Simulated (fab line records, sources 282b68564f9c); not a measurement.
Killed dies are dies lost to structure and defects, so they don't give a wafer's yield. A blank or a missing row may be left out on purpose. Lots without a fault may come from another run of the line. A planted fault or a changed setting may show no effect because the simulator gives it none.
A struck lot beside a sound one | flow rit_cmos | 14 steps out of a route of 202
Sound: wafers L452.1, L452.2, L452.5. Struck: wafers L456.2, L456.3, L456.5. The cause comes at the end.
At each step with rows: each side's tool, then ch and its chambers, then its first start. Under that, the readings that differ: sound wafers | struck wafers | difference of the means | sigmas: that difference in standard deviations of wafers without a fault.
alike: readings whose means differ by less than 2 such deviations, and words and numbers that are the same on both sides. not compared: withheld readings, readings that some wafer has no value for, bounds like >300 that may hide the same value, and numbers for which the record gives no deviation and whose values overlap.
The two part at a step that has a row with sigmas, a row that says differs or no value, or rows on one side only. Numbers that don't overlap but have no deviation are shown without sigmas and don't part them. A reading that every wafer of one side lacks parts them only if that side has two wafers or more.

first, 1 step without rows for these wafers: RIT_NSD_IMPLANT_08.
RIT_NSD_STRIP_09: strips in O2, time 180 s.
  sound on plasma_asher-02 ch 0,1, day 5 19:11; struck on plasma_asher-02 ch 1, day 6 15:23
  alike: chamber_pressure_mTorr, drypump_motor_current_A, rf_refl_power_W
  not compared: rf_hours_counter_h
RIT_NSD_TW_MEAS_10:
  sound on film_metro-02, day 5 19:22; struck on film_metro-03, day 6 15:34
  reading | sound          | struck         | difference | sigmas
  NSD_TW  | 3053 3059 3059 | 3118 3119 3128 | +65        | +2
then, 6 steps without rows for these wafers: RIT_PSD_HMDS_00 (prime time 60 s); RIT_PSD_COAT_01 (resist thk 1000 nm); RIT_PSD_SOFTBAKE_02 (time 60 s); RIT_PSD_EXPOSE_03 (exposes mask M10, target cd 40900 nm); RIT_PSD_PEB_04; RIT_PSD_DEVELOP_05 (develop time 50 s).
RIT_PSD_OVL_MEAS_06:
  sound on overlay-02, day 5 20:17; struck on overlay-02, day 6 16:29
  alike: PSD_OVL
then, 2 steps without rows for these wafers: RIT_PSD_HARDBAKE_07 (time 60 s); RIT_PSD_IMPLANT_08.
RIT_PSD_STRIP_09: strips in O2, time 180 s.
  sound on plasma_asher-03 ch 0,1, day 5 20:43; struck on plasma_asher-02 ch 0, day 6 16:49
  no value came back on the struck wafers for chamber_pressure_mTorr (mTorr), drypump_motor_current_A (A), rf_refl_power_W (W); on the sound wafers chamber_pressure_mTorr (mTorr) reads 3998 4000 3997
  reading                                  | sound | struck          | difference | sigmas
  model.NOVOLAK_of_PSD_COAT_01.thk_nm (nm) | 0 0 0 | 887.5 886.7 884 | +886.1     |
  not compared: rf_hours_counter_h
RIT_PSD_TW_MEAS_10:
  sound on film_metro-03, day 5 20:53; struck on film_metro-02, day 6 17:00
  alike: PSD_TW

WHERE THEY PART
First at RIT_NSD_TW_MEAS_10; last, within this record, at RIT_PSD_STRIP_09. Later steps at which nothing parts them and some readings are alike: RIT_PSD_TW_MEAS_10.

WHY: what the simulator had put in
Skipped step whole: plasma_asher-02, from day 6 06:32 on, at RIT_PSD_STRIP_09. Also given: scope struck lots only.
